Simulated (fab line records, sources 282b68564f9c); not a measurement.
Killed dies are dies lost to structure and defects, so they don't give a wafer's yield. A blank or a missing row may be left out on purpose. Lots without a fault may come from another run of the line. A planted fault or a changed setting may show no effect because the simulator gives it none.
fab line records | flow rit_cmos
record lots=14 wafers=42 last_day=7
route steps=202 shown ACTIVE@12 FOX2@27 PWELL@47 PRETRO@74 M1@202
lots that met no fault: from a run of the same line without faults
start_h: hours from the record's first day to the start of the lot's first wafer shown | wait_h: hours since the lot's step before | " the same as in the row above | L1.1+2: a row that stands for several wafers | - no value, or no start given | * or withheld: withheld | < > ~ a bound
route shown NAME@n: a module of which the file shows steps, and the number in the route of the first | usual: mean/standard deviation of fault-free wafers | same: alike in all rows | chamber/n: place in a boat | sites: the reading at each site | _std_site: their standard deviation | _edge_site: outer sites' mean less inner sites' | radius_mm: how far each site lies from the wafer's centre | mask NAME#n: copy n | behind: the tool/chamber that last shaped the wafer | hold: why the lot was held/for how many hours/how that ended | device: the transistor (n, p or np) that didn't switch | end of line: the same wafers' tests at the end of the route | a step without rows: its recipe alone | killed: dies lost to structure and defects at the first sort, not the wafer's yield | map: a wafer's dies, x killed, . not, _ none there
set.NAME: the setting as run; set.NAME@STEP: as run at that earlier step | model.NAME: the simulator's own value behind a step, which no gauge read
steps of the route over a sample of lots; a table a step, a row a wafer
services: from which hour (start_h, from the record's first day; less than 0 if before it) a tool's chamber was out of use, for how many hours, and why
## steps
# step RIT_ACTIVE_CD_MEAS_11
# recipe target_cd_nm=1400
# usual cd_nm=1399.6/2.4
# columns lot.wafer tool chamber start_h wait_h cd_nm
L528.2 cd_sem-01 - 21.56 - 1401.0
L528.4 " - " " 1398.0
L528.6 " - " " 1399.9
L529.1 cd_sem-02 - 24.79 - 1396.8
L529.3 " - " " 1398.5
L529.5 " - " " 1397.7
L530.1 cd_sem-01 - 30.95 - 1399.7
L530.2 " - " " 1401.1
L530.3 " - " " 1397.9
L531.1 cd_sem-01 - 34.44 - 1396.9
L531.3 " - " " 1399.6
L531.6 " - " " 1396.5
L532.3 cd_sem-01 - 41.35 - 1399.7
L532.4 " - " " 1401.9
L532.5 " - " " 1401.3
L534.3 cd_sem-02 - 55.64 - 1399.3
L534.4 " - " " 1401.2
L534.6 " - " " 1398.1
L535.1 cd_sem-01 - 55.84 - 1400.8
L535.2 " - " " 1398.5
L535.4 " - " " 1397.7
L536.1 cd_sem-01 - 62.61 - 1398.6
L536.4 " - " " 1398.4
L536.5 " - " " 1398.4
L539.2 cd_sem-02 - 76.72 - 1397.0
L539.4 " - " " 1397.1
L539.6 " - " " 1398.4
L540.1 cd_sem-02 - 79.88 - 1395.0
L540.3 " - " " 1396.9
L540.5 " - " " 1396.4
L542.2 cd_sem-02 - 89.46 - 1405.2
L542.3 " - " " 1403.3
L542.6 " - " " 1403.9
L545.3 cd_sem-02 - 105.19 - 1400.0
L545.4 " - " " 1397.0
L545.6 " - " " 1399.7
L548.4 cd_sem-02 - 120.00 - 1398.8
L548.5 " - " " 1399.0
L548.6 " - " " 1398.0
L549.4 cd_sem-02 - 124.62 - 1398.5
L549.5 " - " " 1400.8
L549.6 " - " " 1399.1
# step RIT_FOX2_THK_MEAS_90
# recipe reads=SiO2_of_FOX2_OXIDATION_00
# usual FIELD_OXIDE_LEFT_1_THK=323/6.3
# columns lot.wafer tool chamber start_h wait_h FIELD_OXIDE_LEFT_1_THK[nm]
L529.1 film_metro-01 - 31.03 0.0 318
L529.3 " - " " 323
L529.5 " - " " 318
L528.2 film_metro-04 - 31.04 0.0 325
L528.4 " - " " 318
L528.6 " - " " 321
L530.1 film_metro-04 - 41.24 0.0 328
L530.2 " - " " 331
L530.3 " - " " 326
L531.1 film_metro-01 - 45.90 0.0 328
L531.3 " - " " 329
L531.6 " - " " 331
L532.3 film_metro-02 - 52.53 0.0 327
L532.4 " - " " 328
L532.5 " - " " 331
L535.1 film_metro-04 - 62.67 0.0 310
L535.2 " - " " 315
L535.4 " - " " 322
L534.3 film_metro-01 - 62.69 0.0 333
L534.4 " - " " 333
L534.6 " - " " 327
L536.1 film_metro-01 - 68.24 0.0 325
L536.4 " - " " 322
L536.5 " - " " 326
L539.2 film_metro-01 - 82.48 0.0 327
L539.4 " - " " 323
L539.6 " - " " 322
L540.1 film_metro-02 - 85.48 0.0 310
L540.3 " - " " 321
L540.5 " - " " 311
L542.2 film_metro-02 - 95.19 0.0 315
L542.3 " - " " 328
L542.6 " - " " 325
L545.3 film_metro-02 - 110.43 0.0 318
L545.4 " - " " 328
L545.6 " - " " 316
L548.4 film_metro-02 - 126.84 0.0 316
L548.5 " - " " 319
L548.6 " - " " 314
L549.4 film_metro-04 - 131.06 0.0 319
L549.5 " - " " 317
L549.6 " - " " 321
# step RIT_PWELL_IMPLANT_08
# recipe species=B energy_kev=170 dose_cm2=7e+13 tilt_deg=7
# usual dose_ions_cm2=7e+13/7.7e+10 faraday_current_uA=222/4.7
# columns lot.wafer tool chamber start_h wait_h dose_ions_cm2 faraday_current_uA
L529.1 implanter-04 0 34.06 0.2 6.995e+13 221
L529.3 " 0 " " 6.99e+13 217
L529.5 " 0 " " 6.989e+13 226
L528.2 implanter-03 0 34.33 0.2 7.017e+13 215
L528.4 " 0 " " 7.01e+13 225
L528.6 " 0 " " 6.998e+13 218
L530.1 implanter-03 0 44.34 0.2 7.005e+13 217
L530.2 " 0 " " 7.014e+13 219
L530.3 " 0 " " 7.014e+13 220
L531.1 implanter-02 0 48.80 0.2 6.99e+13 218
L531.3 " 0 " " 7.006e+13 225
L531.6 " 0 " " 6.986e+13 232
L532.3 implanter-02 0 55.59 0.2 7.006e+13 222
L532.4 " 0 " " 7.003e+13 223
L532.5 " 0 " " 6.999e+13 213
L535.1 implanter-02 0 66.06 0.2 7.012e+13 225
L535.2 " 0 " " 7.003e+13 227
L535.4 " 0 " " 7.012e+13 217
L534.3 implanter-04 0 66.35 0.2 7.005e+13 223
L534.4 " 0 " " 7.01e+13 219
L534.6 " 0 " " 7.002e+13 220
L536.1 implanter-03 0 71.49 0.2 6.992e+13 223
L536.4 " 0 " " 6.999e+13 222
L536.5 " 0 " " 7.002e+13 237
L539.2 implanter-02 0 85.37 0.2 6.996e+13 230
L539.4 " 0 " " 7.009e+13 231
L539.6 " 0 " " 7.004e+13 221
L540.1 implanter-04 0 88.38 0.2 1.1198e+14 349
L540.3 " 0 " " 1.1187e+14 353
L540.5 " 0 " " 1.1201e+14 360
L542.2 implanter-04 0 98.47 0.2 1.1197e+14 344
L542.3 " 0 " " 1.1198e+14 353
L542.6 " 0 " " 1.1208e+14 366
L545.3 implanter-03 0 113.78 0.2 6.991e+13 219
L545.4 " 0 " " 7.017e+13 220
L545.6 " 0 " " 7.003e+13 220
L548.4 implanter-03 0 129.79 0.2 7.004e+13 221
L548.5 " 0 " " 7.006e+13 220
L548.6 " 0 " " 7.003e+13 219
L549.4 implanter-03 0 134.01 0.2 7.001e+13 223
L549.5 " 0 " " 6.998e+13 216
L549.6 " 0 " " 6.994e+13 229
# step RIT_PWELL_TW_MEAS_10
# usual PWELL_TW=942/12
# columns lot.wafer tool chamber start_h wait_h PWELL_TW
L529.1 film_metro-03 - 34.38 0.1 949
L529.3 " - " " 955
L529.5 " - " " 955
L528.2 film_metro-03 - 34.64 0.1 950
L528.4 " - " " 945
L528.6 " - " " 950
L530.1 film_metro-02 - 44.67 0.1 938
L530.2 " - " " 943
L530.3 " - " " 940
L531.1 film_metro-01 - 49.13 0.1 944
L531.3 " - " " 941
L531.6 " - " " 947
L532.3 film_metro-02 - 55.88 0.1 933
L532.4 " - " " 933
L532.5 " - " " 923
L535.1 film_metro-02 - 66.38 0.1 931
L535.2 " - " " 932
L535.4 " - " " 934
L534.3 film_metro-03 - 66.65 0.1 968
L534.4 " - " " 966
L534.6 " - " " 963
L536.1 film_metro-03 - 71.81 0.1 964
L536.4 " - " " 970
L536.5 " - " " 967
L539.2 film_metro-01 - 85.68 0.1 942
L539.4 " - " " 939
L539.6 " - " " 937
L540.1 film_metro-02 - 88.71 0.1 1086
L540.3 " - " " 1084
L540.5 " - " " 1086
L542.2 film_metro-02 - 98.78 0.1 1084
L542.3 " - " " 1088
L542.6 " - " " 1087
L545.3 film_metro-01 - 114.33 0.3 936
L545.4 " - " " 942
L545.6 " - " " 940
L548.4 film_metro-02 - 130.07 0.1 934
L548.5 " - " " 936
L548.6 " - " " 939
L549.4 film_metro-02 - 134.29 0.1 932
L549.5 " - " " 934
L549.6 " - " " 937
# step RIT_WELLDRIVE_RS_MEAS_02
# recipe thk_meas_gauge=four-point-probe
# usual PWELL_RS=429.2/1.3
# columns lot.wafer tool chamber start_h wait_h PWELL_RS[ohm/sq]
L529.1 film_metro-03 - 40.95 0.1 427.5
L529.3 " - " " 428.4
L529.5 " - " " 426.8
L528.2 film_metro-02 - 40.97 0.1 429.8
L528.4 " - " " 428.1
L528.6 " - " " 429.7
L530.1 film_metro-02 - 50.32 0.1 429.2
L530.2 " - " " 428.1
L530.3 " - " " 429.8
L531.1 film_metro-03 - 58.41 0.1 429.0
L531.3 " - " " 429.5
L531.6 " - " " 428.0
L532.3 film_metro-03 - 63.55 0.1 428.1
L532.4 " - " " 428.2
L532.5 " - " " 428.7
L535.1 film_metro-02 - 71.81 0.1 427.6
L535.2 " - " " 428.1
L535.4 " - " " 426.1
L534.3 film_metro-01 - 73.53 0.1 429.3
L534.4 " - " " 429.5
L534.6 " - " " 429.4
L536.1 film_metro-02 - 78.04 0.1 429.9
L536.4 " - " " 431.7
L536.5 " - " " 430.0
L539.2 film_metro-03 - 91.68 0.1 429.3
L539.4 " - " " 430.5
L539.6 " - " " 430.8
L540.1 film_metro-03 - 93.97 0.1 319.7
L540.3 " - " " 320.7
L540.5 " - " " 319.8
L542.2 film_metro-02 - 104.61 0.1 320.6
L542.3 " - " " 320.7
L542.6 " - " " 320.8
L545.3 film_metro-01 - 119.61 0.1 431.0
L545.4 " - " " 431.2
L545.6 " - " " 431.7
L548.4 film_metro-02 - 135.37 0.1 431.1
L548.5 " - " " 429.9
L548.6 " - " " 428.0
L549.4 film_metro-01 - 143.01 0.1 428.7
L549.5 " - " " 427.7
L549.6 " - " " 427.0
# step RIT_PRETRO_TW_MEAS_10
# usual PRETRO_TW=475/6.2
# columns lot.wafer tool chamber start_h wait_h PRETRO_TW
L529.1 film_metro-03 - 44.36 0.1 472
L529.3 " - " " 474
L529.5 " - " " 476
L528.2 film_metro-04 - 44.62 0.1 477
L528.4 " - " " 476
L528.6 " - " " 477
L530.1 film_metro-02 - 53.61 0.1 467
L530.2 " - " " 466
L530.3 " - " " 467
L531.1 film_metro-02 - 61.70 0.1 466
L531.3 " - " " 463
L531.6 " - " " 465
L532.3 film_metro-03 - 67.40 0.1 484
L532.4 " - " " 485
L532.5 " - " " 481
L535.1 film_metro-04 - 75.27 0.1 478
L535.2 " - " " 477
L535.4 " - " " 479
L534.3 film_metro-03 - 77.13 0.1 481
L534.4 " - " " 480
L534.6 " - " " 479
L536.1 film_metro-04 - 81.51 0.1 478
L536.4 " - " " 477
L536.5 " - " " 479
L539.2 film_metro-02 - 94.90 0.1 464
L539.4 " - " " 468
L539.6 " - " " 464
L540.1 film_metro-04 - 97.73 0.1 473
L540.3 " - " " 471
L540.5 " - " " 472
L542.2 film_metro-03 - 107.92 0.1 483
L542.3 " - " " 484
L542.6 " - " " 481
L545.3 film_metro-04 - 122.96 0.1 473
L545.4 " - " " 474
L545.6 " - " " 470
L548.4 film_metro-04 - 138.77 0.1 471
L548.5 " - " " 469
L548.6 " - " " 471
L549.4 film_metro-03 - 146.26 0.1 481
L549.5 " - " " 482
L549.6 " - " " 483
# step RIT_M1_PROBE_99
# usual killed_at_M0_to_M3=0.0/0.083 killed_at_contacts=0.1/0.38 killed_at_front_end=7/3.2 killed_dies=7/3.2 killed_open=3.6/2.1 killed_short=3.5/2
# same gross_dies=264 killed_at_M4_up=0 killed_at_back_side=0 killed_at_other=0
# columns lot.wafer tool chamber start_h wait_h killed_at_M0_to_M3 killed_at_contacts killed_at_front_end killed_dies killed_open killed_short
L529.1 prober-02 - 80.35 0.1 0 0 7 7 4 3
L529.3 prober-02 - 80.45 0.2 0 0 5 5 1 4
L529.5 prober-02 - 80.55 0.2 0 0 5 5 4 1
L528.2 prober-01 - 80.79 0.1 0 0 9 9 5 4
L528.4 prober-01 - 80.89 0.2 0 0 8 8 4 4
L528.6 prober-01 - 80.99 0.2 0 0 9 9 7 2
L530.1 prober-02 - 86.58 0.1 0 0 2 2 0 2
L530.2 prober-02 - 86.63 0.1 0 0 9 9 4 5
L530.3 prober-02 - 86.68 0.2 0 0 5 5 4 1
L531.1 prober-01 - 89.23 0.1 0 0 7 7 3 4
L531.3 prober-01 - 89.33 0.2 0 0 6 6 3 3
L531.6 prober-01 - 89.48 0.2 0 0 10 10 3 7
L532.3 prober-02 - 97.14 0.2 0 0 13 13 8 5
L532.4 prober-02 - 97.19 0.2 0 0 8 8 4 4
L532.5 prober-02 - 97.24 0.2 0 0 3 3 0 3
L535.1 prober-02 - 102.46 0.1 0 0 8 8 2 6
L535.2 prober-02 - 102.51 0.1 0 0 6 6 2 4
L535.4 prober-02 - 102.61 0.2 0 0 5 5 3 2
L534.3 prober-01 - 103.93 0.2 0 0 7 7 2 5
L534.4 prober-01 - 103.98 0.2 0 0 4 4 1 2
L534.6 prober-01 - 104.08 0.2 0 0 6 6 5 1
L536.1 prober-02 - 109.44 0.1 0 0 6 6 4 2
L536.4 prober-02 - 109.59 0.2 0 0 5 5 2 3
L536.5 prober-02 - 109.64 0.2 0 0 4 4 2 2
L539.2 prober-01 - 121.42 0.1 0 0 11 11 2 9
L539.4 prober-01 - 121.52 0.2 0 0 5 5 4 1
L539.6 prober-01 - 121.62 0.2 0 0 3 3 2 1
L540.1 prober-02 - 123.66 0.1 0 0 8 8 5 3
L540.3 prober-02 - 123.76 0.2 0 0 4 4 2 2
L540.5 prober-02 - 123.86 0.2 0 0 5 5 1 4
L542.2 prober-02 - 135.06 0.1 0 0 9 9 3 6
L542.3 prober-02 - 135.11 0.2 0 0 5 5 1 4
L542.6 prober-02 - 135.26 0.2 0 1 7 8 4 4
L545.3 prober-01 - 149.37 0.2 0 0 9 9 6 3
L545.4 prober-01 - 149.42 0.2 0 0 10 10 6 4
L545.6 prober-01 - 149.52 0.2 0 0 7 7 3 4
L548.4 prober-02 - 168.70 0.2 0 0 3 3 2 1
L548.5 prober-02 - 168.75 0.2 1 0 10 11 4 4
L548.6 prober-02 - 168.80 0.2 0 1 3 4 2 2
L549.4 prober-01 - 174.38 0.2 0 0 5 5 3 2
L549.5 prober-01 - 174.43 0.2 0 0 5 5 0 5
L549.6 prober-01 - 174.48 0.2 0 0 7 7 5 2
# killed by level:class
L529.1 FOX1:geometric_particle:open=3 FOX2:geometric_particle:short=1 REOX:geometric_particle:short=1 SILICIDE:geometric_particle:short=1 SILICIDE:geometric_particle:open=1
L529.3 FOX2:geometric_particle:short=1 REOX:geometric_particle:short=1 SPACER:geometric_particle:short=1 SILICIDE:geometric_particle:short=1 SILICIDE:geometric_particle:open=1
L529.5 FOX1:geometric_particle:open=1 GATE:geometric_particle:open=1 SPACER:geometric_particle:short=1 SPACER:geometric_particle:open=1 SILICIDE:geometric_particle:open=1
L528.2 GATE:geometric_particle:open=3 GATE:geometric_particle:short=2 FOX1:geometric_particle:short=1 FOX2:geometric_particle:open=1 REOX:geometric_particle:short=1 SPACER:geometric_particle:open=1
L528.4 GATE:geometric_particle:short=3 GATE:geometric_particle:open=3 REOX:geometric_particle:short=1 REOX:geometric_particle:open=1
L528.6 GATE:geometric_particle:open=5 SPACER:geometric_particle:open=2 GATE:geometric_particle:short=1 SPACER:geometric_particle:short=1
L530.1 SPACER:geometric_particle:short=1 SILICIDE:geometric_particle:short=1
L530.2 GATE:geometric_particle:open=3 REOX:geometric_particle:short=2 FOX1:geometric_particle:short=1 GATE:geometric_particle:short=1 SILICIDE:geometric_particle:open=1 SILICIDE:geometric_particle:short=1
L530.3 GATE:geometric_particle:open=2 GATE:geometric_particle:short=1 SPACER:geometric_particle:open=1 SILICIDE:geometric_particle:open=1
L531.1 REOX:geometric_particle:short=2 GATE:geometric_particle:short=1 GATE:geometric_particle:open=1 REOX:geometric_particle:open=1 SPACER:geometric_particle:short=1 SILICIDE:geometric_particle:open=1
L531.3 FOX1:geometric_particle:short=1 FOX2:geometric_particle:open=1 GATE:geometric_particle:open=1 GATE:geometric_particle:short=1 REOX:geometric_particle:short=1 SPACER:geometric_particle:open=1
L531.6 GATE:geometric_particle:short=5 FOX1:geometric_particle:open=1 FOX1:geometric_particle:short=1 GATE:geometric_particle:open=1 REOX:geometric_particle:open=1 SILICIDE:geometric_particle:short=1
L532.3 SILICIDE:geometric_particle:open=4 GATE:geometric_particle:open=2 FOX1:geometric_particle:short=1 FOX1:geometric_particle:open=1 FOX2:geometric_particle:short=1 GATE:geometric_particle:short=1 REOX:geometric_particle:short=1 SPACER:geometric_particle:short=1
L532.4 GATE:geometric_particle:short=2 REOX:geometric_particle:short=2 SPACER:geometric_particle:open=2 FOX1:geometric_particle:open=1 GATE:geometric_particle:open=1
L532.5 GATE:geometric_particle:short=3
L535.1 FOX1:geometric_particle:short=2 GATE:geometric_particle:short=2 SILICIDE:geometric_particle:open=2 REOX:geometric_particle:short=1 SILICIDE:geometric_particle:short=1
L535.2 REOX:geometric_particle:short=2 FOX2:geometric_particle:open=1 SPACER:geometric_particle:short=1 SILICIDE:geometric_particle:open=1 SILICIDE:geometric_particle:short=1
L535.4 FOX1:geometric_particle:short=1 REOX:geometric_particle:short=1 REOX:geometric_particle:open=1 SPACER:geometric_particle:open=1 SILICIDE:geometric_particle:open=1
L534.3 GATE:geometric_particle:short=3 SILICIDE:geometric_particle:short=2 GATE:geometric_particle:open=1 SILICIDE:geometric_particle:open=1
L534.4 FOX1:geometric_particle:short=1 SPACER:geometric_particle:open=1 SILICIDE:geometric_particle:short=1 NLDD:coat_microbubble_printed=1
L534.6 SPACER:geometric_particle:open=4 GATE:geometric_particle:open=1 SPACER:geometric_particle:short=1
L536.1 REOX:geometric_particle:open=2 SILICIDE:geometric_particle:short=2 FOX1:geometric_particle:open=1 SILICIDE:geometric_particle:open=1
L536.4 GATE:geometric_particle:short=2 FOX1:geometric_particle:open=1 FOX1:geometric_particle:short=1 GATE:geometric_particle:open=1
L536.5 FOX1:geometric_particle:short=1 GATE:geometric_particle:open=1 GATE:geometric_particle:short=1 REOX:geometric_particle:open=1
L539.2 GATE:geometric_particle:short=4 SPACER:geometric_particle:short=3 SPACER:geometric_particle:open=2 FOX2:geometric_particle:short=1 SILICIDE:geometric_particle:short=1
L539.4 SPACER:geometric_particle:open=3 GATE:geometric_particle:short=1 SILICIDE:geometric_particle:open=1
L539.6 ACTIVE:geometric_particle:short=1 FOX1:geometric_particle:open=1 REOX:geometric_particle:open=1
L540.1 GATE:geometric_particle:open=2 FOX1:geometric_particle:open=1 FOX1:geometric_particle:short=1 GATE:geometric_particle:short=1 REOX:geometric_particle:open=1 SPACER:geometric_particle:open=1 SPACER:geometric_particle:short=1
L540.3 FOX1:geometric_particle:short=1 GATE:geometric_particle:open=1 REOX:geometric_particle:open=1 SILICIDE:geometric_particle:short=1
L540.5 GATE:geometric_particle:short=4 SPACER:geometric_particle:open=1
L542.2 FOX2:geometric_particle:open=2 GATE:geometric_particle:short=2 FOX2:geometric_particle:short=1 REOX:geometric_particle:short=1 SPACER:geometric_particle:open=1 SPACER:geometric_particle:short=1 SILICIDE:geometric_particle:short=1
L542.3 GATE:geometric_particle:short=2 FOX1:geometric_particle:short=1 SPACER:geometric_particle:open=1 SPACER:geometric_particle:short=1
L542.6 GATE:geometric_particle:open=3 FOX1:geometric_particle:short=1 FOX2:geometric_particle:open=1 FOX2:geometric_particle:short=1 GATE:geometric_particle:short=1 CONTACT:geometric_particle:short=1
L545.3 GATE:geometric_particle:open=2 REOX:geometric_particle:open=2 FOX1:geometric_particle:open=1 FOX2:geometric_particle:short=1 REOX:geometric_particle:short=1 SPACER:geometric_particle:short=1 SILICIDE:geometric_particle:open=1
L545.4 FOX2:geometric_particle:open=3 REOX:geometric_particle:short=3 FOX1:geometric_particle:short=1 GATE:geometric_particle:open=1 REOX:geometric_particle:open=1 SPACER:geometric_particle:open=1
L545.6 FOX1:geometric_particle:short=2 FOX1:geometric_particle:open=1 GATE:geometric_particle:open=1 REOX:geometric_particle:open=1 REOX:geometric_particle:short=1 SPACER:geometric_particle:short=1
L548.4 FOX1:geometric_particle:open=1 GATE:geometric_particle:short=1 REOX:geometric_particle:open=1
L548.5 NSD:coat_microbubble_printed=3 REOX:geometric_particle:short=2 SILICIDE:geometric_particle:open=2 FOX2:geometric_particle:short=1 GATE:geometric_particle:short=1 REOX:geometric_particle:open=1 M1:geometric_particle:open=1
L548.6 FOX2:geometric_particle:open=2 SPACER:geometric_particle:short=1 CONTACT:geometric_particle:short=1
L549.4 FOX1:geometric_particle:open=1 FOX1:geometric_particle:short=1 FOX2:geometric_particle:open=1 GATE:geometric_particle:short=1 SILICIDE:geometric_particle:open=1
L549.5 SILICIDE:geometric_particle:short=3 GATE:geometric_particle:short=1 REOX:geometric_particle:short=1
L549.6 SPACER:geometric_particle:open=3 ACTIVE:geometric_particle:open=1 FOX1:geometric_particle:short=1 GATE:geometric_particle:open=1 SPACER:geometric_particle:short=1
## services
# columns tool chamber start_h hours kind
implanter-04 - 14.77 4.8 repair
implanter-02 - 29.83 6.2 repair
implanter-04 - 36.21 2.1 repair
implanter-02 - 41.45 1.7 repair
implanter-03 - 45.43 5.1 repair
implanter-04 - 78.57 3.8 pm
implanter-02 - 85.54 1.1 repair
implanter-03 - 119.76 7.8 repair
implanter-04 - 133.82 3.4 pm
## key
first_sign step=RIT_PWELL_IMPLANT_08 reading=dose_ions_cm2 direction=up sigmas=99+ usual=7e+13 struck=1.1198e+14
effect step=RIT_PWELL_IMPLANT_08 reading=faraday_current_uA direction=up sigmas=28 usual=222 struck=354
effect step=RIT_PWELL_TW_MEAS_10 reading=PWELL_TW direction=up sigmas=12 usual=942 struck=1086
effect step=RIT_WELLDRIVE_RS_MEAS_02 reading=PWELL_RS direction=down sigmas=81 usual=429.2 struck=320.4
met_at RIT_PWELL_IMPLANT_08
struck_lots L540,L542
tester_left_out L540,L542
not_acting_at RIT_ACTIVE_CD_MEAS_11,RIT_FOX2_THK_MEAS_90,RIT_PRETRO_TW_MEAS_10
onset_between 66.35 88.38
fault kind=process_parameter_drift tool=implanter-04 chamber=- onset_h=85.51 steps=RIT_PWELL_IMPLANT_08 channel=dose_cm2 offset=4.2e+13 shape=step end_h=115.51 acts_in=these_recipes_only stated=7e+13
# tester_left_out: of these lots the tester's yield and bins aren't shown, on N5 and GAA mostly nor the transistor test; their killed dies are dies lost to structure and defects alone, not to doping, threshold or leakage, so they don't give the yield
